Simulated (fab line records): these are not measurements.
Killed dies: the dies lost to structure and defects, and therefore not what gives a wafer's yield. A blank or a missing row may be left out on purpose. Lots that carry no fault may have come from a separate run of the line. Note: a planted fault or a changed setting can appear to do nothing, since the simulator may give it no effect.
Code-filled problem report in 8D (eight disciplines) form	flow rit cmos	the parts of the form that need people (team, actions taken, sign-off) are left out

== 1. THE PROBLEM ==
Mean PLDD_RS at RIT_SDANNEAL_RS_MEAS_06: 184.4 ohm/sq over 6 wafers in 2 lots; fault-free wafers: 178.6 ohm/sq, standard deviation 0.39. That is +15 standard deviations from the usual mean.
The step: measures by four-point-probe.
First observed at day 5 03:17: wafer L267.1, on film metro-03. At this step, 42 wafers from 14 lots have a number in the record. Rule for "out", or "out of limits": more than 4 standard deviations from the usual mean. The other wafers with a number count as sound.

== 2. WHAT IT IS AND WHAT IT IS NOT ==
question	is	is not
which readings at this step	PLDD_RS	-
which lots	L267, L272	L258, L261, L262, L263, L264, L265, L273, L275, L276, L277, L279, L281
which wafers of those lots	all that have a number	-
read on which gauges	film metro-03	film metro-01, film metro-02
when	from day 5 03:17	up to then (18 sound wafers); but 18 sound wafers of L273, L275, L276, L277, L279, L281 came after

== 3. WHAT RULES OUT EACH SUSPECT ==
Counting: a tool stays on the suspect list if, at a process step up to the reading, it processed all lots that are out and no sound lot following the first of them.
- the gauge at RIT_SDANNEAL_RS_MEAS_06 has been ruled out. All the wafers that are out were read on film metro-03, but those of them that RIT_PLDD_IMPLANT_08 has rows for are out there too, on other tools.
- implanter-04 at RIT_PLDD_IMPLANT_08: kept. All lots that are out passed through it, beginning with L267 at day 4 20:18, and no sound lot followed; its final sound lot before that point was L265 at day 4 08:40. Its own readings are out on those wafers: dose ions cm2.
Remaining after the count: implanter-04 at RIT_PLDD_IMPLANT_08.

== 4. THE CAUSE (what the simulator had put in) ==
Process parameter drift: implanter-04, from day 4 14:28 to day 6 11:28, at RIT_PLDD_IMPLANT_08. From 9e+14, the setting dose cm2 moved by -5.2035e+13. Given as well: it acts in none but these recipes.
Counting left only this tool.

== 5. SEQUENCE OF EFFECTS, ordered by route ==
Each row: a reading whose mean over the struck wafers that have a number lies more than 3 standard deviations from the usual. Only readings whose record carries a usual standard deviation are examined. hours: median over the lots of the time between each lot's start at the first step of this table that gives one and its start at this step. sigmas: the change, counted in usual standard deviations.
hours	step	reading	usual	on struck wafers	change	sigmas
0	RIT_PLDD_IMPLANT_08	dose ions cm2	9.001e+14	8.488e+14	-5.130e+13	-58
7	RIT_SDANNEAL_RS_MEAS_06	PLDD_RS	178.6 ohm/sq	184.4	+5.8	+15
Its process steps:
- RIT_PLDD_IMPLANT_08

== 6. HOW IT WOULD HAVE BEEN CAUGHT EARLIER ==
The first out-of-limits reading at a measuring or inspecting step in this record came at day 5 03:17, 13 hours after the fault's start at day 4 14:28.
At RIT_PLDD_IMPLANT_08, the tool's own readings (dose ions cm2) were out on each struck wafer the step has a row for, so an alarm limit on them would have fired on the first such wafer.
Among the 2 lots that are out, L272 began RIT_PLDD_IMPLANT_08 on implanter-04 after day 5 03:17. A hold on the tool at that time would have spared it.
